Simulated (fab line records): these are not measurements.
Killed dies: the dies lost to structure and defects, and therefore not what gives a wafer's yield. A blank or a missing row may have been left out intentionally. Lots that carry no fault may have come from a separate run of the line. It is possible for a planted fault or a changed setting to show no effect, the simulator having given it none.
Which of the tools did it?	flow rit-cmos	45 wafers from 15 lots sampled at 6 of the route's 202 steps

== WHAT THE GAUGES READ, wafer by wafer ==
RIT_ACTIVE_THK_MEAS_04. Usual: ACTIVE_NITRIDE_THK typically reads 148.4 nm, with standard deviation 1.5.
lot	measured	on	ACTIVE_NITRIDE_THK (nm)	flag
L289	day 1 13:33	film-metro-02	148.0 147.0 148.6	
L290	day 1 20:28	film-metro-02	148.4 150.3 150.0	
L291	day 1 23:33	film-metro-04	151.5 149.4 151.5	
L292	day 2 05:16	film-metro-03	147.2 146.4 147.3	
L293	day 2 09:35	film-metro-03	151.2 151.3 150.2	
L294	day 2 17:58	film-metro-02	148.8 149.0 148.5	
L295	day 2 21:23	film-metro-04	149.0 148.8 147.9	
L296	day 3 00:32	film-metro-02	149.6 150.4 148.9	
L297	day 3 07:33	film-metro-03	149.7 150.2 150.0	
L298	day 3 11:25	film-metro-03	145.5 145.0 146.7	
L300	day 3 21:25	film-metro-03	146.3 146.3 145.2	
L301	day 4 01:33	film-metro-03	148.1 147.0 148.4	
L302	day 4 08:02	film-metro-02	148.4 148.4 148.2	
L303	day 4 11:43	film-metro-04	147.7 146.6 147.8	
L305	day 4 21:32	film-metro-04	150.0 149.2 149.1	

RIT_NWELL_OVL_MEAS_06. Usual: NWELL_OVL typically reads 0.1 nm, with standard deviation 1.3.
lot	measured	on	NWELL_OVL (nm)	flag
L289	day 1 23:08	overlay-02	-2.8 -1.2 -2.0	
L290	day 2 04:36	overlay-01	0.4 1.3 0.7	
L291	day 2 07:25	overlay-02	-2.9 -0.9 -1.7	
L292	day 2 12:58	overlay-02	-0.2 -0.2 0.0	
L293	day 2 19:41	overlay-02	-1.5 -1.3 1.0	
L294	day 3 01:05	overlay-01	0.9 1.7 -0.5	
L295	day 3 07:07	overlay-02	-0.1 0.0 -1.2	
L296	day 3 09:53	overlay-02	-1.0 -0.8 -1.6	
L297	day 3 21:18	overlay-02	1.6 1.1 0.6	
L298	day 4 00:04	overlay-02	0.3 1.4 3.0	
L300	day 4 06:14	overlay-01	0.5 0.9 2.0	
L301	day 4 09:29	overlay-01	0.5 -1.2 -1.9	
L302	day 4 18:11	overlay-01	1.9 1.5 -0.6	
L303	day 4 19:42	overlay-02	1.1 -0.4 0.6	
L305	day 5 07:27	overlay-02	2.3 0.8 0.5	

RIT_GATE_THK_MEAS_09. Usual: GATE_POLY_THK typically reads 249.4 nm, with standard deviation 2.3.
lot	measured	on	GATE_POLY_THK (nm)	flag
L289	day 2 16:40	film-metro-01	252.0 252.9 252.9	
L290	day 2 20:32	film-metro-04	249.2 249.3 248.3	
L291	day 2 22:10	film-metro-04	249.6 250.6 249.2	
L292	day 3 09:11	film-metro-03	252.9 251.7 252.5	
L293	day 3 10:47	film-metro-01	248.5 248.1 248.6	
L294	day 3 23:09	film-metro-03	249.1 248.2 247.4	
L295	day 3 23:07	film-metro-04	249.1 253.7 251.2	
L296	day 4 05:56	film-metro-01	252.9 251.2 254.7	
L297	day 4 14:32	film-metro-01	248.0 250.9 250.4	
L298	day 4 18:10	film-metro-01	248.1 246.0 248.5	
L300	day 5 05:39	film-metro-04	249.4 250.9 248.5	
L301	day 5 05:39	film-metro-01	249.3 248.2 248.5	
L302	day 5 09:20	film-metro-04	176.3 176.2 176.2 176.3 176.0 176.1	OFF
L303	day 5 14:56	film-metro-01	179.7 179.3 180.5 179.8 179.3 180.4	OFF
L305	day 6 00:43	film-metro-01	175.4 174.1 173.5 175.3 174.2 173.6	OFF

RIT_CONTACT_OVL_MEAS_09. Usual: CONTACT_OVL typically reads -0.4 nm, with standard deviation 1.7.
lot	measured	on	CONTACT_OVL (nm)	flag
L289	day 3 08:34	overlay-01	-1.3 -3.5 -0.4	
L290	day 3 13:28	overlay-01	0.0 -1.9 -0.3	
L291	day 3 15:32	overlay-01	-3.9 -4.1 -2.1	
L292	day 4 03:01	overlay-02	0.6 0.4 -0.8	
L293	day 4 09:08	overlay-02	-2.0 -1.2 -1.2	
L294	day 4 16:38	overlay-02	0.3 -1.7 0.7	
L295	day 4 16:24	overlay-01	-2.6 -1.4 -1.9	
L296	day 5 00:08	overlay-01	-1.1 -1.4 -1.8	
L297	day 5 07:36	overlay-01	-0.4 1.2 -1.1	
L298	day 5 10:10	overlay-01	1.7 -0.3 1.0	
L300	day 5 21:31	overlay-02	2.0 2.1 2.2	
L301	day 5 23:47	overlay-02	-1.2 -2.4 -2.0	
L302	day 6 15:59	overlay-01	1.3 0.4 -0.3	
L303	day 6 14:53	overlay-01	1.7 2.1 0.6	
L305	day 6 21:06	overlay-01	1.4 -0.5 0.5	

== WHICH TOOL RAN EACH LOT (tool, then ch and the chambers of the sampled wafers, then the start) ==
lot	RIT_GATE_CVD_08	RIT_GATE_ETCH_19
L289	lpcvd-01 ch 0, day 2 15:02	rie-si-01 ch 1,2,3, day 2 17:52
L290	lpcvd-01 ch 0, day 2 18:55	rie-si-02 ch 0,3, day 2 23:05
L291	lpcvd-01 ch 0, day 2 20:32	rie-si-01 ch 0,1, day 2 23:28
L292	lpcvd-01 ch 1, day 3 07:33	rie-si-02 ch 0,2, day 3 10:23
L293	lpcvd-01 ch 1, day 3 09:10	rie-si-01 ch 0,1,3, day 3 12:18
L294	lpcvd-02 ch 0, day 3 21:31	rie-si-01 ch 2,3, day 4 00:46
L295	lpcvd-01 ch 0, day 3 21:29	rie-si-02 ch 1,2,3, day 4 00:32
L296	lpcvd-01 ch 1, day 4 04:19	rie-si-02 ch 0,2, day 4 07:23
L297	lpcvd-02 ch 1, day 4 12:55	rie-si-01 ch 2,3, day 4 15:52
L298	lpcvd-01 ch 0, day 4 16:32	rie-si-02 ch 1,2, day 4 19:40
L300	lpcvd-02 ch 0, day 5 04:01	rie-si-02 ch 0,2, day 5 07:04
L301	lpcvd-02 ch 0, day 5 04:01	rie-si-01 ch 0,1,2, day 5 07:29
L302	lpcvd-02 ch 1, day 5 07:44	rie-si-02 ch 0,1,2, day 5 14:54
L303	lpcvd-02 ch 1, day 5 13:19	rie-si-01 ch 0,1,2, day 5 20:27
L305	lpcvd-02 ch 1, day 5 23:05	rie-si-01 ch 0,1,2, day 6 04:44
- RIT_GATE_CVD_08: deposits poly-Si from SiH4, target thk 250 nm, time 2220 s.
- RIT_GATE_ETCH_19: etches poly-Si in SF6/CHF3/O2, stops on SiO2, time 165 s, target depth 312.5 nm.

== AS READ BY THE TOOLS THEMSELVES (means over the sampled wafers that have a number; for cases with no such wafer, the mark the record gives instead) ==
RIT_GATE_CVD_08. Usual: 12.8 % for zone-power-load-pct, sd 1.6.
lot	tool	zone-power-load-pct (%)	flag
L289	lpcvd-01	13.7	
L290	lpcvd-01	13.5	
L291	lpcvd-01	13.5	
L292	lpcvd-01	10.9	
L293	lpcvd-01	10.9	
L294	lpcvd-02	10.6	
L295	lpcvd-01	13.6	
L296	lpcvd-01	10.9	
L297	lpcvd-02	14.2	
L298	lpcvd-01	13.4	
L300	lpcvd-02	10.5	
L301	lpcvd-02	10.5	
L302	lpcvd-02	14.1	
L303	lpcvd-02	14.2	
L305	lpcvd-02	14.2	

RIT_GATE_ETCH_19. Usual: drypump-motor-current-A 5.9 A, standard deviation 0.42; oes-product-au 0.840 a.u., standard deviation 0.011; rf-fwd-power-W 159.3 W, standard deviation 0.49; throttle-valve-pct 10.28 %, standard deviation 0.14.
lot	tool	drypump-motor-current-A (A)	oes-product-au (a.u.)	rf-fwd-power-W (W)	throttle-valve-pct (%)	flag
L289	rie-si-01	5.7	0.851	159.2	10.25	
L290	rie-si-02	5.9	0.844	159.8	10.19	
L291	rie-si-01	5.6	0.846	159.1	10.28	
L292	rie-si-02	6.0	0.850	159.4	10.19	
L293	rie-si-01	5.5	0.841	158.9	10.37	
L294	rie-si-01	6.1	0.837	159.6	10.26	
L295	rie-si-02	6.0	0.835	159.5	10.27	
L296	rie-si-02	6.0	0.852	159.1	10.19	
L297	rie-si-01	5.6	0.843	159.4	10.34	
L298	rie-si-02	6.2	0.825	159.1	10.28	
L300	rie-si-02	6.0	0.845	159.6	10.19	
L301	rie-si-01	5.9	0.839	159.4	10.29	
L302	rie-si-02	6.0	0.670	159.4	10.26	OFF
L303	rie-si-01	6.0	0.678	159.1	10.29	OFF
L305	rie-si-01	5.9	0.664	159.5	10.29	OFF

== THE ANSWER, worked out from the rows above alone ==
Rule: a lot is off if the mean of its wafers that have a number lies more than 3 standard deviations from the usual mean. Also off: a lot with no number at a reading for which 4 or more lots have one. All remaining lots with rows at the step are treated as sound. First the gauges in route order, then the tools' own readings, where a lot's mean is used as printed above. At the first step where some lot is off, the reading lying furthest off is the one used; lots without a number count as furthest.
Off: L302, L303, L305, seen at RIT_GATE_THK_MEAS_09 (GATE_POLY_THK).
If a tool, at a process step before that reading, ran all the lots that are off and no sound lot after the first of them, it fits. Not tried: the gauges at RIT_GATE_THK_MEAS_09; whatever is off there is also off at RIT_GATE_ETCH_19, on other tools, and gauge error can't account for it. One fits: lpcvd-02 at RIT_GATE_CVD_08. A fault onset in the window from L300 (day 5 04:01, its last sound lot) to L302 (day 5 07:44, its first lot off) fits.

== WHAT HAD BEEN PUT IN BY THE SIMULATOR ==
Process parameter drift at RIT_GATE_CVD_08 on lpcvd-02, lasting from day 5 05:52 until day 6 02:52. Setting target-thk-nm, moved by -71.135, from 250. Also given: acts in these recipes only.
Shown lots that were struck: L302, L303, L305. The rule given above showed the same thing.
